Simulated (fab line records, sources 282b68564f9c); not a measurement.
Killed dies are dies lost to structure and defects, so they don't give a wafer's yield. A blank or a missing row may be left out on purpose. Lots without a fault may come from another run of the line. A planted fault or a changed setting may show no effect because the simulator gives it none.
A struck lot beside a sound one | flow rit_cmos | 34 steps out of a route of 202
Sound: wafers L510.1, L510.2, L510.5. Struck: wafers L515.2, L515.4, L515.5. The cause comes at the end.
At each step with rows: each side's tool, then ch and its chambers, then its first start. Under that, the readings that differ: sound wafers | struck wafers | difference of the means | sigmas: that difference in standard deviations of wafers without a fault.
alike: readings whose means differ by less than 2 such deviations, and words and numbers that are the same on both sides. not compared: withheld readings, readings that some wafer has no value for, bounds like >300 that may hide the same value, and numbers for which the record gives no deviation and whose values overlap.
The two part at a step that has a row with sigmas, a row that says differs or no value, or rows on one side only. Numbers that don't overlap but have no deviation are shown without sigmas and don't part them. A reading that every wafer of one side lacks parts them only if that side has two wafers or more.

first, 2 steps without rows for these wafers: RIT_SPACER_CLEAN_02 (cleans in SC2, time 600 s); RIT_SPACER_CVD_03 (deposits Si3N4 from SiH2Cl2/NH3, target thk 250 nm, time 3300 s).
RIT_SPACER_THK_MEAS_04:
  sound on film_metro-04, day 5 11:29; struck on film_metro-01, day 6 09:41
  alike: SPACER_NITRIDE_THK
RIT_SPACER_ETCHBACK_05: etches Si3N4 in SF6/CHF3, stops on SiO2, target depth 250 nm, time 240 s.
  sound on rie_diel-02 ch 0,1,3, day 5 11:32; struck on rie_diel-02 ch 0,1, day 6 09:44
  alike: drypump_motor_current_A, oes_product_au, throttle_valve_pct
  not compared: rf_hours_counter_h
then, 6 steps without rows for these wafers: RIT_NSD_HMDS_00 (prime time 60 s); RIT_NSD_COAT_01 (resist thk 1000 nm); RIT_NSD_SOFTBAKE_02 (time 60 s); RIT_NSD_EXPOSE_03 (exposes mask M9, target cd 40700 nm); RIT_NSD_PEB_04; RIT_NSD_DEVELOP_05 (develop time 50 s).
RIT_NSD_OVL_MEAS_06:
  sound on overlay-02, day 5 12:41; struck on overlay-02, day 6 10:52
  alike: NSD_OVL
then, 1 step without rows for these wafers: RIT_NSD_HARDBAKE_07 (time 60 s).
RIT_NSD_IMPLANT_08:
  sound on implanter-02 ch 0, day 5 12:52; struck on implanter-02 ch 0, day 6 11:05
  reading                          | sound                         | struck                       | difference | sigmas
  dose_ions_cm2                    | 9.996e+14 9.975e+14 9.978e+14 | 4.34e+14 4.347e+14 4.342e+14 | -5.64e+14  | -99 or more
  end_station_pressure_torr (Torr) | 7.7e-06 7.8e-06 7.7e-06       | 6e-06 6.1e-06 5.5e-06        | -2e-06     | -5
  faraday_current_uA               | 2939 3139 3097                | 1345 1358 1331               | -1714      | -26
RIT_NSD_STRIP_09: strips in O2, time 180 s.
  sound on plasma_asher-04 ch 0,1, day 5 13:01; struck on plasma_asher-03 ch 0, day 6 11:12
  alike: drypump_motor_current_A
  not compared: rf_hours_counter_h
RIT_NSD_TW_MEAS_10:
  sound on film_metro-04, day 5 13:11; struck on film_metro-04, day 6 11:23
  reading | sound          | struck         | difference | sigmas
  NSD_TW  | 3112 3115 3130 | 2519 2543 2538 | -586       | -49
then, 6 steps without rows for these wafers: RIT_PSD_HMDS_00 (prime time 60 s); RIT_PSD_COAT_01 (resist thk 1000 nm); RIT_PSD_SOFTBAKE_02 (time 60 s); RIT_PSD_EXPOSE_03 (exposes mask M10, target cd 40900 nm); RIT_PSD_PEB_04; RIT_PSD_DEVELOP_05 (develop time 50 s).
RIT_PSD_OVL_MEAS_06:
  sound on overlay-02, day 5 14:14; struck on overlay-02, day 6 12:25
  alike: PSD_OVL
then, 2 steps without rows for these wafers: RIT_PSD_HARDBAKE_07 (time 60 s); RIT_PSD_IMPLANT_08.
RIT_PSD_STRIP_09: strips in O2, time 180 s.
  sound on plasma_asher-03 ch 0,1, day 5 14:34; struck on plasma_asher-03 ch 0,1, day 6 12:52
  alike: drypump_motor_current_A
  not compared: rf_hours_counter_h
RIT_PSD_TW_MEAS_10:
  sound on film_metro-03, day 5 14:44; struck on film_metro-02, day 6 13:03
  alike: PSD_TW
then, 3 steps without rows for these wafers: RIT_SDANNEAL_CLEAN_00 (cleans in SC1, time 600 s); RIT_SDANNEAL_CLEAN_01 (cleans in dHF, time 30 s); RIT_SDANNEAL_CLEAN_02 (cleans in SC2, time 600 s).
RIT_SDANNEAL_RTA_03: time 5 s.
  sound on rtp_anneal-02 ch 0, day 5 15:11; struck on rtp_anneal-01 ch 0, day 6 13:39
  alike: ramp_down_c_per_s, ramp_up_c_per_s, wafer_temp_C_max
RIT_SDANNEAL_RS_MEAS_04: measures by four-point-probe.
  sound on film_metro-04, day 5 15:14; struck on film_metro-03, day 6 13:43
  alike: PSD_RS
RIT_SDANNEAL_RS_MEAS_05: measures by four-point-probe.
  sound on film_metro-04, day 5 15:22; struck on film_metro-03, day 6 13:50
  reading         | sound             | struck               | difference | sigmas
  NSD_RS (ohm/sq) | 84.52 84.36 84.27 | 166.58 166.07 165.29 | +81.60     | +99 or more
RIT_SDANNEAL_RS_MEAS_06: measures by four-point-probe.
  sound on film_metro-04, day 5 15:29; struck on film_metro-03, day 6 13:57
  alike: PLDD_RS
RIT_M1_PROBE_99:
  sound on prober-02, day 5 22:49; struck on prober-01, day 7 07:00
  reading                              | sound             | struck            | difference | sigmas
  model.etest.nmos_0p3.r_on_ohm_um     | 2185 2238 2195    | 2656 2610 2635    | +428       |
  model.etest.nmos_0p15.r_on_ohm_um    | 1163 1179 1174    | 1476 1464 1440    | +288       |
  model.etest.contact_nplus.end_ohm_um | 42.93 41.92 41.87 | 162.7 162.8 163.4 | +120.7     |
  model.etest.nmos_0p15.drive_ua_um    | 459.4 458.6 464.2 | 390.8 398.7 400.9 | -63.9      |
  model.etest.nmos_narrow.drive_ua_um  | 230.6 219.7 226.5 | 178.7 185.2 182.2 | -43.6      |
  model.etest.nmos_0p3.drive_ua_um     | 227.6 219.8 223.5 | 184.1 186.7 185.4 | -38.2      |
  model.etest.nmos_turned.drive_ua_um  | 316.6 312.6 315.2 | 288.2 291.8 292.6 | -23.9      |
  model.etest.ring.delay_ps            | 27.7 27.51 27.27  | 29.74 28.91 29.03 | +1.73      |
  alike: killed_at_contacts, killed_at_front_end, killed_dies, killed_open, killed_short

WHERE THEY PART
First at RIT_NSD_IMPLANT_08; last, within this record, at RIT_SDANNEAL_RS_MEAS_05. Later steps at which nothing parts them and some readings are alike: RIT_SDANNEAL_RS_MEAS_06, RIT_M1_PROBE_99.

WHY: what the simulator had put in
Process parameter drift: implanter-02, from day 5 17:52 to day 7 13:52, at RIT_NSD_IMPLANT_08. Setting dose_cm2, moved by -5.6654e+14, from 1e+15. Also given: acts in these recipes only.
